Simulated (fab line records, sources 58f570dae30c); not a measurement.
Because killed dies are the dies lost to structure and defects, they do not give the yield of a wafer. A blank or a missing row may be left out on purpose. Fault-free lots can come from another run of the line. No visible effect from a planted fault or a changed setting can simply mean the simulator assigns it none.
fab line records + flow berkeley-cmos170
record:
- lots: 15
- wafers: 45
- last-day: 13
route steps=331 shown PLDD@154
lots that met no fault: from a run of the same line without faults
start-h: start of the lot's first displayed wafer, in hours after the record's first day + wait-h: time in hours since the lot's previous step + " unchanged from the row above + L1.1+2: a single row standing in for several wafers + - no value, or no start was given + * or withheld: withheld + < > ~ a bound
route shown NAME@n: names a module that has steps shown in the file, with the first one's number in the route + usual: mean/standard deviation of fault-free wafers + same: alike in all rows + chamber/n: place in a boat + sites: readings site by site + _std_site: standard deviation across them + _edge_site: the outer-site mean with the inner-site mean subtracted + radius-mm: how far each site lies from the wafer's centre + mask NAME#n: copy n + behind: tool/chamber where the wafer was last shaped + hold: cause of the lot's hold/its duration in hours/its outcome + device: the n, p or np transistor that did not switch + end of line: the tests these same wafers got at the end of their route + a step without rows: its recipe alone + killed: at the first sort, the dies lost to defects and structure; wafer yield is something else + map: a wafer's dies, marking killed ones x, the rest . and places with no die _
set.NAME: the run value of the setting; set.NAME@STEP: its run value at that earlier step + model.NAME: the simulator's own value behind a step, which no gauge read
the route's steps for a sample of lots (tables are steps, rows are wafers)
services: the hour from which a tool's chamber was out of use, counted from the record's first day as start-h (under 0 if before that day), plus the number of hours and why
== steps ==
step: UCB170_PLDD_IMPLANT_09
recipe:
- species: BF2
- dose-cm2: 5e+13
- energy-kev: 10
- tilt-deg: 7
- rotation-deg: 180
usual:
- dose-ions-cm2: 5e+13/5.8e+10
- faraday-current-uA: 158.5/2.8
| lot.wafer | tool         | chamber | start-h | wait-h | dose-ions-cm2 | faraday-current-uA |
|-----------|--------------|---------|---------|--------|---------------|--------------------|
| L153.1    | implanter-01 | 0       | 168.49  | 0.1    | 4.997e+13     | 156.6              |
| L153.3    | "            | 0       | "       | "      | 4.999e+13     | 160.5              |
| L153.6    | "            | 0       | "       | "      | 4.992e+13     | 159.8              |
| L157.1    | implanter-01 | 0       | 173.05  | 0.1    | 4.999e+13     | 158.9              |
| L157.2    | "            | 0       | "       | "      | 4.999e+13     | 156.8              |
| L157.3    | "            | 0       | "       | "      | 5.003e+13     | 158.9              |
| L154.1    | implanter-03 | 0       | 173.29  | 0.1    | 4.997e+13     | 158.9              |
| L154.3    | "            | 0       | "       | "      | 5.003e+13     | 161.7              |
| L154.4    | "            | 0       | "       | "      | 4.995e+13     | 154.2              |
| L151.2    | implanter-03 | 0       | 173.84  | 0.1    | 5.004e+13     | 158.1              |
| L151.3    | "            | 0       | "       | "      | 4.996e+13     | 160.2              |
| L151.6    | "            | 0       | "       | "      | 5.006e+13     | 152.1              |
| L156.3    | implanter-01 | 0       | 173.93  | 0.1    | 4.402e+13     | 137.3              |
| L156.5    | "            | 0       | "       | "      | 4.412e+13     | 135.9              |
| L156.6    | "            | 0       | "       | "      | 4.409e+13     | 139.4              |
| L155.1    | implanter-02 | 0       | 174.05  | 0.1    | 5.003e+13     | 163.5              |
| L155.5    | "            | 0       | "       | "      | 5.006e+13     | 158.4              |
| L155.6    | "            | 0       | "       | "      | 5.006e+13     | 159.8              |
| L161.1    | implanter-01 | 0       | 191.72  | 0.1    | 4.398e+13     | 137.9              |
| L161.3    | "            | 0       | "       | "      | 4.409e+13     | 139.1              |
| L161.4    | "            | 0       | "       | "      | 4.403e+13     | 140.0              |
| L162.1    | implanter-02 | 0       | 192.21  | 0.1    | 5.012e+13     | 162.6              |
| L162.4    | "            | 0       | "       | "      | 4.997e+13     | 157.3              |
| L162.6    | "            | 0       | "       | "      | 5.005e+13     | 158.9              |
| L160.1    | implanter-01 | 0       | 204.29  | 0.1    | 4.391e+13     | 138.4              |
| L160.2    | "            | 0       | "       | "      | 4.399e+13     | 140.4              |
| L160.3    | "            | 0       | "       | "      | 4.389e+13     | 141.2              |
| L164.1    | implanter-02 | 0       | 204.57  | 0.1    | 5.002e+13     | 156.0              |
| L164.3    | "            | 0       | "       | "      | 4.998e+13     | 158.4              |
| L164.6    | "            | 0       | "       | "      | 4.993e+13     | 158.1              |
| L168.1    | implanter-02 | 0       | 239.52  | 0.1    | 4.995e+13     | 160.1              |
| L168.2    | "            | 0       | "       | "      | 4.997e+13     | 159.7              |
| L168.6    | "            | 0       | "       | "      | 5.004e+13     | 156.2              |
| L169.1    | implanter-02 | 0       | 239.82  | 0.1    | 4.996e+13     | 158.3              |
| L169.2    | "            | 0       | "       | "      | 5.009e+13     | 152.7              |
| L169.5    | "            | 0       | "       | "      | 4.989e+13     | 157.0              |
| L171.3    | implanter-03 | 0       | 239.95  | 0.1    | 4.997e+13     | 154.2              |
| L171.5    | "            | 0       | "       | "      | 5.001e+13     | 158.7              |
| L171.6    | "            | 0       | "       | "      | 4.999e+13     | 169.5              |
| L170.1    | implanter-02 | 0       | 240.12  | 0.1    | 4.994e+13     | 162.6              |
| L170.4    | "            | 0       | "       | "      | 5.003e+13     | 156.8              |
| L170.6    | "            | 0       | "       | "      | 5.002e+13     | 158.5              |
| L172.1    | implanter-03 | 0       | 264.76  | 0.1    | 5.012e+13     | 155.3              |
| L172.4    | "            | 0       | "       | "      | 5.004e+13     | 160.3              |
| L172.6    | "            | 0       | "       | "      | 5.007e+13     | 155.1              |
step: UCB170_PLDD_TW_MEAS_11
usual:
- PLDD_TW: 1009/3.8
| lot.wafer | tool          | chamber | start-h | wait-h | PLDD_TW |
|-----------|---------------|---------|---------|--------|---------|
| L153.1    | film-metro-03 | -       | 168.74  | 0.1    | 1007    |
| L153.3    | "             | -       | "       | "      | 1011    |
| L153.6    | "             | -       | "       | "      | 1011    |
| L157.1    | film-metro-01 | -       | 173.30  | 0.1    | 1010    |
| L157.2    | "             | -       | "       | "      | 1007    |
| L157.3    | "             | -       | "       | "      | 1010    |
| L154.1    | film-metro-04 | -       | 173.54  | 0.1    | 1010    |
| L154.3    | "             | -       | "       | "      | 1008    |
| L154.4    | "             | -       | "       | "      | 1013    |
| L151.2    | film-metro-01 | -       | 174.07  | 0.1    | 1008    |
| L151.3    | "             | -       | "       | "      | 1011    |
| L151.6    | "             | -       | "       | "      | 1009    |
| L156.3    | film-metro-04 | -       | 174.15  | 0.1    | 990     |
| L156.5    | "             | -       | "       | "      | 989     |
| L156.6    | "             | -       | "       | "      | 988     |
| L155.1    | film-metro-01 | -       | 174.30  | 0.1    | 1010    |
| L155.5    | "             | -       | "       | "      | 1007    |
| L155.6    | "             | -       | "       | "      | 1005    |
| L161.1    | film-metro-04 | -       | 191.97  | 0.1    | 994     |
| L161.3    | "             | -       | "       | "      | 986     |
| L161.4    | "             | -       | "       | "      | 992     |
| L162.1    | film-metro-04 | -       | 192.46  | 0.1    | 1009    |
| L162.4    | "             | -       | "       | "      | 1005    |
| L162.6    | "             | -       | "       | "      | 1009    |
| L160.1    | film-metro-03 | -       | 204.54  | 0.1    | 988     |
| L160.2    | "             | -       | "       | "      | 992     |
| L160.3    | "             | -       | "       | "      | 986     |
| L164.1    | film-metro-03 | -       | 204.82  | 0.1    | 1006    |
| L164.3    | "             | -       | "       | "      | 1007    |
| L164.6    | "             | -       | "       | "      | 1010    |
| L168.1    | film-metro-01 | -       | 239.77  | 0.1    | 1013    |
| L168.2    | "             | -       | "       | "      | 1014    |
| L168.6    | "             | -       | "       | "      | 1011    |
| L169.1    | film-metro-03 | -       | 240.07  | 0.1    | 1006    |
| L169.2    | "             | -       | "       | "      | 1011    |
| L169.5    | "             | -       | "       | "      | 1006    |
| L171.3    | film-metro-04 | -       | 240.17  | 0.1    | 1015    |
| L171.5    | "             | -       | "       | "      | 1008    |
| L171.6    | "             | -       | "       | "      | 1012    |
| L170.1    | film-metro-03 | -       | 240.37  | 0.1    | 1007    |
| L170.4    | "             | -       | "       | "      | 1006    |
| L170.6    | "             | -       | "       | "      | 1005    |
| L172.1    | film-metro-01 | -       | 265.01  | 0.1    | 1010    |
| L172.4    | "             | -       | "       | "      | 1005    |
| L172.6    | "             | -       | "       | "      | 1006    |
step: UCB170_SDANNEAL_RS_MEAS_04
recipe:
- thk-meas-gauge: four-point-probe
usual:
- PLDD_RS: 1032/3
| lot.wafer | tool          | chamber | start-h | wait-h | PLDD_RS[ohm/sq] |
|-----------|---------------|---------|---------|--------|-----------------|
| L153.1    | film-metro-04 | -       | 187.61  | 0.1    | 1033            |
| L153.3    | "             | -       | "       | "      | 1031            |
| L153.6    | "             | -       | "       | "      | 1030            |
| L157.1    | film-metro-04 | -       | 189.33  | 0.1    | 1035            |
| L157.2    | "             | -       | "       | "      | 1032            |
| L157.3    | "             | -       | "       | "      | 1033            |
| L151.2    | film-metro-03 | -       | 189.60  | 0.1    | 1031            |
| L151.3    | "             | -       | "       | "      | 1029            |
| L151.6    | "             | -       | "       | "      | 1026            |
| L154.1    | film-metro-04 | -       | 189.93  | 0.1    | 1034            |
| L154.3    | "             | -       | "       | "      | 1035            |
| L154.4    | "             | -       | "       | "      | 1036            |
| L155.1    | film-metro-03 | -       | 190.06  | 0.1    | 1033            |
| L155.5    | "             | -       | "       | "      | 1034            |
| L155.6    | "             | -       | "       | "      | 1034            |
| L156.3    | film-metro-04 | -       | 190.75  | 0.1    | 1083            |
| L156.5    | "             | -       | "       | "      | 1083            |
| L156.6    | "             | -       | "       | "      | 1083            |
| L161.1    | film-metro-03 | -       | 208.45  | 0.1    | 1084            |
| L161.3    | "             | -       | "       | "      | 1088            |
| L161.4    | "             | -       | "       | "      | 1084            |
| L162.1    | film-metro-01 | -       | 209.08  | 0.1    | 1032            |
| L162.4    | "             | -       | "       | "      | 1035            |
| L162.6    | "             | -       | "       | "      | 1031            |
| L160.1    | film-metro-04 | -       | 223.59  | 0.1    | 1080            |
| L160.2    | "             | -       | "       | "      | 1084            |
| L160.3    | "             | -       | "       | "      | 1085            |
| L164.1    | film-metro-01 | -       | 223.76  | 0.1    | 1022            |
| L164.3    | "             | -       | "       | "      | 1026            |
| L164.6    | "             | -       | "       | "      | 1025            |
| L168.1    | film-metro-04 | -       | 254.10  | 0.1    | 1031            |
| L168.2    | "             | -       | "       | "      | 1029            |
| L168.6    | "             | -       | "       | "      | 1030            |
| L171.3    | film-metro-01 | -       | 254.14  | 0.1    | 1032            |
| L171.5    | "             | -       | "       | "      | 1035            |
| L171.6    | "             | -       | "       | "      | 1038            |
| L169.1    | film-metro-01 | -       | 254.63  | 0.1    | 1034            |
| L169.2    | "             | -       | "       | "      | 1029            |
| L169.5    | "             | -       | "       | "      | 1030            |
| L170.1    | film-metro-04 | -       | 255.02  | 0.1    | 1034            |
| L170.4    | "             | -       | "       | "      | 1032            |
| L170.6    | "             | -       | "       | "      | 1033            |
| L172.1    | film-metro-03 | -       | 280.25  | 0.1    | 1035            |
| L172.4    | "             | -       | "       | "      | 1030            |
| L172.6    | "             | -       | "       | "      | 1030            |
== services ==
| tool         | chamber | start-h | hours | kind   |
|--------------|---------|---------|-------|--------|
| implanter-02 | -       | 207.75  | 1.8   | repair |
| implanter-02 | -       | 222.39  | 4.8   | repair |
| implanter-01 | -       | 238.68  | 27.3  | pm     |
| implanter-02 | -       | 249.50  | 5.6   | repair |
| implanter-03 | -       | 253.86  | 6.3   | repair |
== key ==
first-sign:
- step: UCB170_PLDD_IMPLANT_09
- reading: dose-ions-cm2
- direction: down
- sigmas: 99+
- usual: 5e+13
- struck: 4.401e+13
effect:
- step: UCB170_PLDD_IMPLANT_09
- reading: faraday-current-uA
- direction: down
- sigmas: 7.1
- usual: 158.5
- struck: 138.8
effect:
- step: UCB170_PLDD_TW_MEAS_11
- reading: PLDD_TW
- direction: down
- sigmas: 5
- usual: 1009
- struck: 989
effect:
- step: UCB170_SDANNEAL_RS_MEAS_04
- reading: PLDD_RS
- direction: up
- sigmas: 17
- usual: 1032
- struck: 1084
met-at UCB170_PLDD_IMPLANT_09
struck-lots L156,L160,L161
tester-left-out L156,L160,L161
onset-between 173.05 173.93
fault:
- kind: process-parameter-drift
- tool: implanter-01
- chamber: -
- onset-h: 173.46
- steps: UCB170_PLDD_IMPLANT_09
- channel: dose-cm2
- offset: -6e+12
- shape: step
- end-h: 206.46
- acts-in: these-recipes-only
- stated: 5e+13
tester-left-out: of these lots the tester's yield and bins aren't shown, on N5 and GAA mostly nor the transistor test; their killed dies are dies lost to structure and defects alone, not to doping, threshold or leakage, so they don't give the yield
